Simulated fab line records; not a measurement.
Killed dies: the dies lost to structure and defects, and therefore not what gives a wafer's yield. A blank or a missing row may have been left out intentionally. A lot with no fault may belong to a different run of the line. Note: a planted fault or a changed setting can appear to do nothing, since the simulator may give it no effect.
fab line records + flow rit_cmos
record:
- lots: 14
- wafers: 42
- last_day: 7
route steps=202 shown M1@184
lots that met no fault: from a run of the same line without faults
start_h: hours from the record's opening day to when the first of the lot's shown wafers began + wait_h: hours from the lot's prior step to this one + " repeats the value in the row above + L1.1+2: one row covering several wafers at once + - either no value or no given start + * or withheld: withheld + < > ~ a bound
route shown NAME@n: a module of which the file shows steps, and the number in the route of the first + usual: mean and standard deviation over wafers with no fault + same: alike in all rows + chamber/n: place in a boat + sites: readings site by site + _std_site: how widely they spread, as a standard deviation + _edge_site: the outer-site mean with the inner-site mean subtracted + radius_mm: how far each site lies from the wafer's centre + mask NAME#n: copy n + behind: the tool/chamber that last shaped the wafer + hold: cause of the lot's hold/its duration in hours/its outcome + device: whichever transistor did not switch (one of n, p or np) + end of line: the route-end tests of the same wafers + a step without rows: its recipe alone + killed: not the wafer's yield, but the dies lost to structure and defects at the first sort + map: dies across one wafer; x = killed, . = not, _ = none there
set.NAME: the setting that was run; set.NAME@STEP: the one run at that earlier step + model.NAME: the simulator's own value behind a step, which no gauge read
the route's steps for a sample of lots (tables are steps, rows are wafers)
services: a tool's chamber out of use, with start hour (start_h, from the record's first day; less than 0 if before it), hours out, and reason
== steps ==
step: RIT_M1_SPUTTER_00
recipe:
- material: Al
- target_thk_nm: 400
- power_w: 2000
- chamber_pressure_pa: 0.4
- gas: Ar
- time_s: 500
- substrate_temp_c: 25
usual:
- throttle_valve_pct: 30.3/1.2
| lot.wafer | tool           | chamber | start_h | wait_h | throttle_valve_pct |
|-----------|----------------|---------|---------|--------|--------------------|
| L809.1    | pvd_sputter-02 | -       | 53.36   | 0.0    | 32.0               |
| L809.2    | "              | -       | "       | "      | 29.7               |
| L809.5    | "              | -       | "       | "      | 31.9               |
| L810.2    | pvd_sputter-04 | -       | 59.59   | 0.0    | 29.0               |
| L810.5    | "              | -       | "       | "      | 28.9               |
| L810.6    | "              | -       | "       | "      | 30.1               |
| L811.1    | pvd_sputter-02 | -       | 67.22   | 0.0    | 29.9               |
| L811.4    | "              | -       | "       | "      | 30.4               |
| L811.5    | "              | -       | "       | "      | 29.7               |
| L813.2    | pvd_sputter-03 | -       | 73.77   | 0.0    | 30.9               |
| L813.5    | "              | -       | "       | "      | 32.0               |
| L813.6    | "              | -       | "       | "      | 27.8               |
| L814.1    | pvd_sputter-02 | -       | 78.71   | 0.0    | 30.2               |
| L814.2    | "              | -       | "       | "      | 29.7               |
| L814.4    | "              | -       | "       | "      | 29.7               |
| L818.1    | pvd_sputter-02 | -       | 99.34   | 0.0    | 29.9               |
| L818.2    | "              | -       | "       | "      | 32.0               |
| L818.4    | "              | -       | "       | "      | 30.2               |
| L819.1    | pvd_sputter-03 | -       | 103.73  | 0.0    | 31.5               |
| L819.4    | "              | -       | "       | "      | 29.9               |
| L819.6    | "              | -       | "       | "      | 30.9               |
| L820.1    | pvd_sputter-02 | -       | 109.66  | 0.0    | 30.3               |
| L820.4    | "              | -       | "       | "      | 29.9               |
| L820.6    | "              | -       | "       | "      | 31.8               |
| L821.1    | pvd_sputter-03 | -       | 117.51  | 0.0    | 27.9               |
| L821.2    | "              | -       | "       | "      | 29.9               |
| L821.4    | "              | -       | "       | "      | 31.1               |
| L823.2    | pvd_sputter-03 | -       | 126.16  | 0.0    | 28.1               |
| L823.3    | "              | -       | "       | "      | 29.8               |
| L823.4    | "              | -       | "       | "      | 31.7               |
| L825.1    | pvd_sputter-03 | -       | 138.72  | 0.0    | 31.0               |
| L825.2    | "              | -       | "       | "      | 31.6               |
| L825.5    | "              | -       | "       | "      | 31.7               |
| L829.1    | pvd_sputter-04 | -       | 158.02  | 0.0    | 30.3               |
| L829.2    | "              | -       | "       | "      | 30.6               |
| L829.3    | "              | -       | "       | "      | 28.7               |
| L830.4    | pvd_sputter-02 | -       | 160.57  | 0.0    | 32.1               |
| L830.5    | "              | -       | "       | "      | 29.6               |
| L830.6    | "              | -       | "       | "      | 30.3               |
| L832.1    | pvd_sputter-02 | -       | 170.03  | 0.0    | 29.8               |
| L832.5    | "              | -       | "       | "      | 29.9               |
| L832.6    | "              | -       | "       | "      | 31.7               |
step: RIT_M1_RS_MEAS_01
recipe:
- thk_meas_gauge: four-point-probe
- reads: Al_of_M1_SPUTTER_00
usual:
- M1_AL_RS: 0.0735/0.00098
| lot.wafer | tool          | chamber | start_h | wait_h | hold                     | M1_AL_RS[ohm/sq] |
|-----------|---------------|---------|---------|--------|--------------------------|------------------|
| L809.1    | film_metro-03 | -       | 53.66   | 0.1    | -                        | 0.0736           |
| L809.2    | "             | -       | "       | "      | -                        | 0.0720           |
| L809.5    | "             | -       | "       | "      | -                        | 0.0736           |
| L810.2    | film_metro-04 | -       | 59.90   | 0.2    | -                        | 0.0739           |
| L810.5    | "             | -       | "       | "      | -                        | 0.0744           |
| L810.6    | "             | -       | "       | "      | -                        | 0.0730           |
| L811.1    | film_metro-04 | -       | 67.52   | 0.1    | -                        | 0.0716           |
| L811.4    | "             | -       | "       | "      | -                        | 0.0729           |
| L811.5    | "             | -       | "       | "      | -                        | 0.0730           |
| L813.2    | film_metro-04 | -       | 74.08   | 0.2    | -                        | 0.0721           |
| L813.5    | "             | -       | "       | "      | -                        | 0.0733           |
| L813.6    | "             | -       | "       | "      | -                        | 0.0715           |
| L814.1    | film_metro-03 | -       | 79.00   | 0.1    | -                        | 0.0735           |
| L814.2    | "             | -       | "       | "      | -                        | 0.0721           |
| L814.4    | "             | -       | "       | "      | -                        | 0.0723           |
| L818.1    | film_metro-03 | -       | 99.64   | 0.1    | -                        | 0.0714           |
| L818.2    | "             | -       | "       | "      | -                        | 0.0736           |
| L818.4    | "             | -       | "       | "      | -                        | 0.0731           |
| L819.1    | film_metro-03 | -       | 104.02  | 0.1    | -                        | 0.0747           |
| L819.4    | "             | -       | "       | "      | -                        | 0.0745           |
| L819.6    | "             | -       | "       | "      | -                        | 0.0739           |
| L820.1    | film_metro-02 | -       | 109.95  | 0.1    | -                        | 0.0736           |
| L820.4    | "             | -       | "       | "      | -                        | 0.0721           |
| L820.6    | "             | -       | "       | "      | -                        | 0.0745           |
| L821.1    | film_metro-02 | -       | 117.81  | 0.1    | -                        | 0.0723           |
| L821.2    | "             | -       | "       | "      | -                        | 0.0725           |
| L821.4    | "             | -       | "       | "      | -                        | 0.0727           |
| L823.2    | film_metro-02 | -       | 126.48  | 0.2    | await_dispo/0.2h/release | 0.0777           |
| L823.3    | "             | -       | "       | "      | await_dispo/0.2h/release | 0.0796           |
| L823.4    | "             | -       | "       | "      | await_dispo/0.2h/release | 0.0791           |
| L823.2    | film_metro-02 | -       | 126.77  | 0.3    | -                        | 0.0779           |
| L823.3    | "             | -       | "       | "      | -                        | 0.0796           |
| L823.4    | "             | -       | "       | "      | -                        | 0.0790           |
| L825.1    | film_metro-02 | -       | 139.01  | 0.2    | await_dispo/0.2h/release | 0.0774           |
| L825.2    | "             | -       | "       | "      | await_dispo/0.2h/release | 0.0786           |
| L825.5    | "             | -       | "       | "      | await_dispo/0.2h/release | 0.0783           |
| L825.1    | film_metro-02 | -       | 139.30  | 0.3    | -                        | 0.0775           |
| L825.2    | "             | -       | "       | "      | -                        | 0.0788           |
| L825.5    | "             | -       | "       | "      | -                        | 0.0783           |
| L829.1    | film_metro-04 | -       | 158.31  | 0.1    | -                        | 0.0739           |
| L829.2    | "             | -       | "       | "      | -                        | 0.0738           |
| L829.3    | "             | -       | "       | "      | -                        | 0.0747           |
| L830.4    | film_metro-04 | -       | 160.93  | 0.2    | -                        | 0.0747           |
| L830.5    | "             | -       | "       | "      | -                        | 0.0721           |
| L830.6    | "             | -       | "       | "      | -                        | 0.0731           |
| L832.1    | film_metro-04 | -       | 170.32  | 0.1    | -                        | 0.0723           |
| L832.5    | "             | -       | "       | "      | -                        | 0.0732           |
| L832.6    | "             | -       | "       | "      | -                        | 0.0761           |
step: RIT_M1_THK_MEAS_02
recipe:
- thk_meas_gauge: xrf
- reads: Al_of_M1_SPUTTER_00
usual:
- M1_AL_THK: 407/5.9
| lot.wafer | tool          | chamber | start_h | wait_h | hold                     | M1_AL_THK[nm] |
|-----------|---------------|---------|---------|--------|--------------------------|---------------|
| L809.1    | film_metro-03 | -       | 53.78   | 0.1    | -                        | 401           |
| L809.2    | "             | -       | "       | "      | -                        | 415           |
| L809.5    | "             | -       | "       | "      | -                        | 402           |
| L810.2    | film_metro-04 | -       | 60.01   | 0.1    | -                        | 407           |
| L810.5    | "             | -       | "       | "      | -                        | 405           |
| L810.6    | "             | -       | "       | "      | -                        | 412           |
| L811.1    | film_metro-04 | -       | 67.64   | 0.1    | -                        | 421           |
| L811.4    | "             | -       | "       | "      | -                        | 411           |
| L811.5    | "             | -       | "       | "      | -                        | 413           |
| L813.2    | film_metro-04 | -       | 74.19   | 0.1    | -                        | 417           |
| L813.5    | "             | -       | "       | "      | -                        | 409           |
| L813.6    | "             | -       | "       | "      | -                        | 420           |
| L814.1    | film_metro-03 | -       | 79.12   | 0.1    | -                        | 405           |
| L814.2    | "             | -       | "       | "      | -                        | 412           |
| L814.4    | "             | -       | "       | "      | -                        | 409           |
| L818.1    | film_metro-03 | -       | 99.76   | 0.1    | -                        | 419           |
| L818.2    | "             | -       | "       | "      | -                        | 405           |
| L818.4    | "             | -       | "       | "      | -                        | 411           |
| L819.1    | film_metro-03 | -       | 104.14  | 0.1    | -                        | 400           |
| L819.4    | "             | -       | "       | "      | -                        | 403           |
| L819.6    | "             | -       | "       | "      | -                        | 404           |
| L820.1    | film_metro-02 | -       | 110.07  | 0.1    | -                        | 402           |
| L820.4    | "             | -       | "       | "      | -                        | 410           |
| L820.6    | "             | -       | "       | "      | -                        | 399           |
| L821.1    | film_metro-02 | -       | 117.93  | 0.1    | -                        | 410           |
| L821.2    | "             | -       | "       | "      | -                        | 410           |
| L821.4    | "             | -       | "       | "      | -                        | 408           |
| L823.2    | film_metro-02 | -       | 139.29  | 12.5   | await_dispo/0.2h/release | 383           |
| L823.3    | "             | -       | "       | "      | await_dispo/0.2h/release | 375           |
| L823.4    | "             | -       | "       | "      | await_dispo/0.2h/release | 378           |
| L823.2    | film_metro-02 | -       | 139.51  | 0.2    | -                        | 384           |
| L823.3    | "             | -       | "       | "      | -                        | 375           |
| L823.4    | "             | -       | "       | "      | -                        | 377           |
| L825.1    | film_metro-02 | -       | 142.03  | 2.7    | await_dispo/0.2h/release | 384           |
| L825.2    | "             | -       | "       | "      | await_dispo/0.2h/release | 380           |
| L825.5    | "             | -       | "       | "      | await_dispo/0.2h/release | 381           |
| L825.1    | film_metro-02 | -       | 142.26  | 0.2    | -                        | 386           |
| L825.2    | "             | -       | "       | "      | -                        | 381           |
| L825.5    | "             | -       | "       | "      | -                        | 382           |
| L829.1    | film_metro-04 | -       | 158.43  | 0.1    | -                        | 405           |
| L829.2    | "             | -       | "       | "      | -                        | 408           |
| L829.3    | "             | -       | "       | "      | -                        | 400           |
| L830.4    | film_metro-04 | -       | 161.02  | 0.1    | -                        | 401           |
| L830.5    | "             | -       | "       | "      | -                        | 417           |
| L830.6    | "             | -       | "       | "      | -                        | 412           |
| L832.1    | film_metro-04 | -       | 170.44  | 0.1    | -                        | 414           |
| L832.5    | "             | -       | "       | "      | -                        | 411           |
| L832.6    | "             | -       | "       | "      | -                        | 396           |
step: RIT_M1_PROBE_99
usual:
- defect_limited_yield: 97.3/1.2
- killed_at_M0_to_M3: 0.1/0.34
- killed_at_contacts: 0.1/0.26
- killed_at_front_end: 7/3.1
- killed_dies: 7/3.1
- killed_open: 3.5/1.9
- killed_short: 3.4/2.1
same:
- gross_dies: 264
- killed_at_M4_up: 0
- killed_at_back_side: 0
- killed_at_other: 0
| lot.wafer | tool      | chamber | start_h | wait_h | hold                     | defect_limited_yield[%] | killed_at_M0_to_M3 | killed_at_contacts | killed_at_front_end | killed_dies | killed_open | killed_short |
|-----------|-----------|---------|---------|--------|--------------------------|-------------------------|--------------------|--------------------|---------------------|-------------|-------------|--------------|
| L809.1    | prober-01 | -       | 58.45   | 0.1    | -                        | 97.7                    | 0                  | 0                  | 6                   | 6           | 4           | 2            |
| L809.2    | prober-01 | -       | 58.50   | 0.1    | -                        | 97.3                    | 0                  | 0                  | 7                   | 7           | 2           | 5            |
| L809.5    | prober-01 | -       | 58.65   | 0.2    | -                        | 97.3                    | 0                  | 0                  | 7                   | 7           | 4           | 3            |
| L810.2    | prober-01 | -       | 63.79   | 0.1    | -                        | 95.5                    | 2                  | 0                  | 10                  | 12          | 4           | 6            |
| L810.5    | prober-01 | -       | 63.94   | 0.2    | -                        | 97.3                    | 0                  | 0                  | 7                   | 7           | 3           | 4            |
| L810.6    | prober-01 | -       | 63.99   | 0.2    | -                        | 98.1                    | 3                  | 0                  | 2                   | 5           | 1           | 1            |
| L811.1    | prober-02 | -       | 72.77   | 0.1    | -                        | 94.7                    | 0                  | 0                  | 14                  | 14          | 5           | 9            |
| L811.4    | prober-02 | -       | 72.92   | 0.2    | -                        | 95.5                    | 0                  | 0                  | 12                  | 12          | 7           | 5            |
| L811.5    | prober-02 | -       | 72.97   | 0.2    | -                        | 99.2                    | 0                  | 0                  | 2                   | 2           | 0           | 1            |
| L813.2    | prober-02 | -       | 78.01   | 0.1    | -                        | 98.5                    | 0                  | 0                  | 4                   | 4           | 2           | 2            |
| L813.5    | prober-02 | -       | 78.16   | 0.2    | -                        | 97.3                    | 0                  | 0                  | 7                   | 7           | 6           | 1            |
| L813.6    | prober-02 | -       | 78.21   | 0.2    | -                        | 97.3                    | 0                  | 0                  | 7                   | 7           | 5           | 2            |
| L814.1    | prober-01 | -       | 83.67   | 0.1    | -                        | 98.9                    | 0                  | 0                  | 3                   | 3           | 1           | 2            |
| L814.2    | prober-01 | -       | 83.72   | 0.1    | -                        | 98.1                    | 0                  | 0                  | 5                   | 5           | 2           | 3            |
| L814.4    | prober-01 | -       | 83.82   | 0.2    | -                        | 98.1                    | 0                  | 0                  | 5                   | 5           | 3           | 2            |
| L818.1    | prober-01 | -       | 106.17  | 0.1    | -                        | 95.5                    | 0                  | 0                  | 12                  | 12          | 9           | 3            |
| L818.2    | prober-01 | -       | 106.22  | 0.1    | -                        | 96.6                    | 0                  | 0                  | 9                   | 9           | 3           | 6            |
| L818.4    | prober-01 | -       | 106.32  | 0.2    | -                        | 98.1                    | 0                  | 0                  | 5                   | 5           | 2           | 3            |
| L819.1    | prober-02 | -       | 107.92  | 0.1    | -                        | 98.9                    | 0                  | 0                  | 3                   | 3           | 1           | 2            |
| L819.4    | prober-02 | -       | 108.07  | 0.2    | -                        | 97.3                    | 0                  | 0                  | 7                   | 7           | 3           | 4            |
| L819.6    | prober-02 | -       | 108.17  | 0.2    | -                        | 97.7                    | 0                  | 0                  | 6                   | 6           | 3           | 3            |
| L820.1    | prober-01 | -       | 114.86  | 0.1    | -                        | 96.6                    | 0                  | 0                  | 9                   | 9           | 6           | 3            |
| L820.4    | prober-01 | -       | 115.01  | 0.2    | -                        | 96.2                    | 0                  | 0                  | 10                  | 10          | 5           | 5            |
| L820.6    | prober-01 | -       | 115.11  | 0.2    | -                        | 99.2                    | 0                  | 0                  | 2                   | 2           | 0           | 2            |
| L821.1    | prober-02 | -       | 121.97  | 0.1    | -                        | 97.3                    | 0                  | 0                  | 7                   | 7           | 4           | 3            |
| L821.2    | prober-02 | -       | 122.02  | 0.1    | -                        | 98.1                    | 0                  | 1                  | 4                   | 5           | 1           | 4            |
| L821.4    | prober-02 | -       | 122.12  | 0.2    | -                        | 98.9                    | 0                  | 0                  | 3                   | 3           | 2           | 1            |
| L823.2    | prober-02 | -       | 151.35  | 6.7    | await_dispo/6.6h/release | 97.3                    | 0                  | 0                  | 7                   | 7           | 2           | 5            |
| L823.3    | prober-02 | -       | 151.40  | 6.7    | await_dispo/6.6h/release | 96.2                    | 0                  | 0                  | 10                  | 10          | 4           | 5            |
| L823.4    | prober-02 | -       | 151.45  | 6.8    | await_dispo/6.6h/release | 97.7                    | 0                  | 0                  | 6                   | 6           | 1           | 4            |
| L825.1    | prober-02 | -       | 154.97  | 5.7    | await_dispo/5.6h/release | 97.7                    | 0                  | 0                  | 6                   | 6           | 3           | 3            |
| L825.2    | prober-02 | -       | 155.02  | 5.7    | await_dispo/5.6h/release | 98.9                    | 0                  | 0                  | 3                   | 3           | 1           | 2            |
| L825.5    | prober-02 | -       | 155.17  | 5.8    | await_dispo/5.6h/release | 94.3                    | 0                  | 0                  | 15                  | 15          | 8           | 7            |
| L829.1    | prober-02 | -       | 162.20  | 0.1    | -                        | 96.6                    | 0                  | 0                  | 9                   | 9           | 6           | 3            |
| L829.2    | prober-02 | -       | 162.25  | 0.1    | -                        | 97.0                    | 0                  | 2                  | 6                   | 8           | 4           | 4            |
| L829.3    | prober-02 | -       | 162.30  | 0.2    | -                        | 96.2                    | 0                  | 0                  | 10                  | 10          | 6           | 4            |
| L830.4    | prober-01 | -       | 164.91  | 0.2    | -                        | 99.2                    | 0                  | 0                  | 2                   | 2           | 1           | 1            |
| L830.5    | prober-01 | -       | 164.96  | 0.2    | -                        | 96.2                    | 0                  | 0                  | 10                  | 10          | 7           | 3            |
| L830.6    | prober-01 | -       | 165.01  | 0.2    | -                        | 98.1                    | 0                  | 0                  | 5                   | 5           | 2           | 3            |
| L832.1    | prober-01 | -       | 174.25  | 0.1    | -                        | 98.1                    | 0                  | 0                  | 5                   | 5           | 3           | 2            |
| L832.5    | prober-01 | -       | 174.45  | 0.2    | -                        | 97.7                    | 0                  | 0                  | 6                   | 6           | 3           | 3            |
| L832.6    | prober-01 | -       | 174.50  | 0.2    | -                        | 97.3                    | 0                  | 0                  | 7                   | 7           | 4           | 3            |
killed by level:class
L809.1 FOX1:geometric_particle:open=2 REOX:geometric_particle:short=2 FOX2:geometric_particle:open=1 REOX:geometric_particle:open=1
L809.2 SPACER:geometric_particle:short=3 GATE:geometric_particle:short=2 GATE:geometric_particle:open=1 SPACER:geometric_particle:open=1
L809.5 SPACER:geometric_particle:open=2 FOX1:geometric_particle:short=1 GATE:geometric_particle:open=1 GATE:geometric_particle:short=1 REOX:geometric_particle:open=1 SPACER:geometric_particle:short=1
L810.2 GATE:geometric_particle:short=3 FOX1:geometric_particle:open=2 SPACER:geometric_particle:open=2 SILICIDE:geometric_particle:short=2 M1:coat_microbubble_printed=2 REOX:geometric_particle:short=1
L810.5 SPACER:geometric_particle:open=2 FOX1:geometric_particle:short=1 FOX2:geometric_particle:open=1 FOX2:geometric_particle:short=1 GATE:geometric_particle:short=1 SILICIDE:geometric_particle:short=1
L810.6 M1:coat_microbubble_printed=3 GATE:geometric_particle:short=1 SILICIDE:geometric_particle:open=1
L811.1 SILICIDE:geometric_particle:short=3 GATE:geometric_particle:open=2 GATE:geometric_particle:short=2 REOX:geometric_particle:short=2 SILICIDE:geometric_particle:open=2 FOX1:geometric_particle:short=1 FOX2:geometric_particle:open=1 SPACER:geometric_particle:short=1
L811.4 GATE:geometric_particle:short=3 GATE:geometric_particle:open=3 FOX1:geometric_particle:short=1 FOX1:geometric_particle:open=1 FOX2:geometric_particle:open=1 REOX:geometric_particle:open=1 SPACER:geometric_particle:short=1 SILICIDE:geometric_particle:open=1
L811.5 SILICIDE:geometric_particle:short=1 PWELL:coat_microbubble_printed=1
L813.2 GATE:geometric_particle:open=2 GATE:geometric_particle:short=1 SPACER:geometric_particle:short=1
L813.5 FOX2:geometric_particle:open=2 FOX1:geometric_particle:open=1 GATE:geometric_particle:short=1 REOX:geometric_particle:open=1 SPACER:geometric_particle:open=1 SILICIDE:geometric_particle:open=1
L813.6 FOX2:geometric_particle:open=2 FOX1:geometric_particle:short=1 FOX1:geometric_particle:open=1 FOX2:geometric_particle:short=1 SILICIDE:geometric_particle:open=1 STARTING-WAFER:geometric_particle:open=1
L814.1 FOX1:geometric_particle:short=1 FOX2:geometric_particle:open=1 GATE:geometric_particle:short=1
L814.2 GATE:geometric_particle:short=2 REOX:geometric_particle:open=1 SPACER:geometric_particle:short=1 SILICIDE:geometric_particle:open=1
L814.4 GATE:geometric_particle:short=1 GATE:geometric_particle:open=1 REOX:geometric_particle:short=1 REOX:geometric_particle:open=1 SPACER:geometric_particle:open=1
L818.1 GATE:geometric_particle:open=3 SPACER:geometric_particle:open=3 FOX1:geometric_particle:open=2 GATE:geometric_particle:short=2 FOX2:geometric_particle:open=1 SILICIDE:geometric_particle:short=1
L818.2 SILICIDE:geometric_particle:short=2 FOX1:geometric_particle:open=1 FOX2:geometric_particle:short=1 GATE:geometric_particle:short=1 GATE:geometric_particle:open=1 REOX:geometric_particle:short=1 SPACER:geometric_particle:open=1 SPACER:geometric_particle:short=1
L818.4 SPACER:geometric_particle:short=2 FOX1:geometric_particle:short=1 REOX:geometric_particle:open=1 SPACER:geometric_particle:open=1
L819.1 FOX1:geometric_particle:short=1 GATE:geometric_particle:open=1 SPACER:geometric_particle:short=1
L819.4 REOX:geometric_particle:short=2 FOX1:geometric_particle:short=1 FOX2:geometric_particle:open=1 GATE:geometric_particle:open=1 SPACER:geometric_particle:short=1 SILICIDE:geometric_particle:open=1
L819.6 GATE:geometric_particle:short=2 SPACER:geometric_particle:open=2 GATE:geometric_particle:open=1 SPACER:geometric_particle:short=1
L820.1 REOX:geometric_particle:open=3 FOX1:geometric_particle:open=1 GATE:geometric_particle:short=1 GATE:geometric_particle:open=1 REOX:geometric_particle:short=1 SPACER:geometric_particle:open=1 SILICIDE:geometric_particle:short=1
L820.4 REOX:geometric_particle:open=2 REOX:geometric_particle:short=2 FOX1:geometric_particle:short=1 FOX1:geometric_particle:open=1 GATE:geometric_particle:short=1 SPACER:geometric_particle:open=1 SILICIDE:geometric_particle:short=1 SILICIDE:geometric_particle:open=1
L820.6 GATE:geometric_particle:short=1 REOX:geometric_particle:short=1
L821.1 FOX1:geometric_particle:open=2 FOX2:geometric_particle:short=2 FOX2:geometric_particle:open=1 GATE:geometric_particle:open=1 SPACER:geometric_particle:short=1
L821.2 REOX:geometric_particle:short=2 GATE:geometric_particle:open=1 SILICIDE:geometric_particle:short=1 CONTACT:geometric_particle:short=1
L821.4 SPACER:geometric_particle:open=1 FOX1:geometric_particle:short=1 GATE:geometric_particle:open=1
L823.2 SPACER:geometric_particle:short=2 FOX1:geometric_particle:short=1 GATE:geometric_particle:short=1 SPACER:geometric_particle:open=1 SILICIDE:geometric_particle:short=1 SILICIDE:geometric_particle:open=1
L823.3 GATE:geometric_particle:open=2 SILICIDE:geometric_particle:short=2 FOX1:geometric_particle:short=1 FOX2:geometric_particle:open=1 GATE:geometric_particle:short=1 SPACER:geometric_particle:short=1 SILICIDE:geometric_particle:open=1 GATE:coat_microbubble_printed=1
L823.4 FOX1:geometric_particle:short=1 FOX2:geometric_particle:short=1 GATE:geometric_particle:short=1 GATE:geometric_particle:open=1 SPACER:geometric_particle:short=1 GATE:coat_microbubble_printed=1
L825.1 GATE:geometric_particle:short=2 GATE:geometric_particle:open=1 REOX:geometric_particle:short=1 REOX:geometric_particle:open=1 SPACER:geometric_particle:open=1
L825.2 FOX1:geometric_particle:open=1 FOX2:geometric_particle:short=1 GATE:geometric_particle:short=1
L825.5 GATE:geometric_particle:open=5 GATE:geometric_particle:short=3 SILICIDE:geometric_particle:short=3 FOX2:geometric_particle:open=1 REOX:geometric_particle:short=1 REOX:geometric_particle:open=1 SILICIDE:geometric_particle:open=1
L829.1 GATE:geometric_particle:open=3 SPACER:geometric_particle:open=2 FOX1:geometric_particle:short=1 FOX2:geometric_particle:open=1 GATE:geometric_particle:short=1 REOX:geometric_particle:short=1
L829.2 GATE:geometric_particle:open=3 FOX1:geometric_particle:short=1 GATE:geometric_particle:short=1 SILICIDE:geometric_particle:short=1 CONTACT:geometric_particle:short=1 CONTACT:geometric_particle:open=1
L829.3 GATE:geometric_particle:short=4 FOX1:geometric_particle:open=2 GATE:geometric_particle:open=2 REOX:geometric_particle:open=1 SPACER:geometric_particle:open=1
L830.4 GATE:geometric_particle:short=1 GATE:geometric_particle:open=1
L830.5 REOX:geometric_particle:open=3 GATE:geometric_particle:open=2 FOX1:geometric_particle:open=1 FOX2:geometric_particle:short=1 SPACER:geometric_particle:open=1 SPACER:geometric_particle:short=1 SILICIDE:geometric_particle:short=1
L830.6 FOX1:geometric_particle:short=1 GATE:geometric_particle:open=1 REOX:geometric_particle:short=1 SPACER:geometric_particle:open=1 SILICIDE:geometric_particle:short=1
L832.1 GATE:geometric_particle:short=2 GATE:geometric_particle:open=2 SPACER:geometric_particle:open=1
L832.5 FOX1:geometric_particle:short=1 FOX1:geometric_particle:open=1 FOX2:geometric_particle:short=1 GATE:geometric_particle:open=1 SPACER:geometric_particle:open=1 SILICIDE:geometric_particle:short=1
L832.6 FOX1:geometric_particle:open=2 FOX1:geometric_particle:short=1 GATE:geometric_particle:short=1 REOX:geometric_particle:open=1 REOX:geometric_particle:short=1 SILICIDE:geometric_particle:open=1
== services ==
| tool           | chamber | start_h | hours | kind   |
|----------------|---------|---------|-------|--------|
| pvd_sputter-03 | -       | 32.17   | 2.1   | repair |
| pvd_sputter-04 | -       | 97.90   | 2.4   | repair |
| pvd_sputter-04 | -       | 100.49  | 1.0   | repair |
== key ==
first_sign:
- step: RIT_M1_RS_MEAS_01
- reading: visit
- direction: added
effect:
- step: RIT_M1_RS_MEAS_01
- reading: M1_AL_RS
- direction: up
- sigmas: 5.1
- usual: 0.0735
- struck: 0.0785
effect:
- step: RIT_M1_THK_MEAS_02
- reading: visit
- direction: added
met_at RIT_M1_SPUTTER_00
struck_lots L823,L825
onset_between 117.51 126.16
fault:
- kind: process_parameter_drift
- tool: pvd_sputter-03
- chamber: -
- onset_h: 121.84
- steps: RIT_M1_SPUTTER_00
- channel: time_s
- offset: *
- shape: step
- end_h: 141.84
- acts_in: *
- stated: *
